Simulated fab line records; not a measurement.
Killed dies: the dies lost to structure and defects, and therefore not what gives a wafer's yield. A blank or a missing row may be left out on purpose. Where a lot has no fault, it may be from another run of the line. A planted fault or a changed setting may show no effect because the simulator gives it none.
Chamber matching -- flow berkeley cmos170 -- 4 sister chambers for UCB170_GATE_ETCH_15 on rie si-01
The step etches poly-Si in HBr/Cl2, stops on SiO2, time 56.3 s, target depth 278.2 nm. 7 wafers are shown with their chamber, then 7 later ones without.

## EACH WAFER AND ITS CHAMBER
wafer,chamber,throttle valve pct (%),oes product au (a.u.)
L247.1,1,26.61,0.848
L247.3,2,26.63,0.832
L249.1,0,26.41,0.817
L249.2,2,26.64,0.835
L249.6,3,26.63,0.819
L253.1,1,26.61,0.865
L253.4,0,26.41,0.809

## WAFERS WHOSE CHAMBER IS MISSING
wafer,throttle valve pct (%),oes product au (a.u.)
L253.5,26.40,0.814
L252.1,26.60,0.859
L252.3,26.63,0.831
L252.5,26.60,0.820
L259.2,26.64,0.842
L259.3,26.61,0.824
L259.4,26.62,0.849

## WHICH CHAMBER EACH WENT THROUGH
wafer,from the rows above,in truth
L253.5,0,0
L252.1,1,1
L252.3,can't be placed: 2 or 3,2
L252.5,1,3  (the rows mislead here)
L259.2,2,2
L259.3,can't be placed: 1 or 3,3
L259.4,can't be placed: 1 or 2 or 3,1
Correctly placed: 3 of 7. Cannot be placed on the basis of these rows: 3; the candidates contain the true chamber in 3. Number placed wrongly: 1.
How it was worked out, from the rows above alone: a wafer's distance from a chamber is the root of the sum, over the readings, of the square of ((its reading less the chamber's mean) divided by the reading's scatter). If the next closest chamber is less than 2 further off than the closest, the wafer can't be placed; otherwise it belongs to the closest. Each chamber's mean is taken over the wafers shown for it. The scatter: take each reading less its chamber's mean, square it, sum over the shown wafers, divide by the number of wafers less the number of chambers, and take the root.
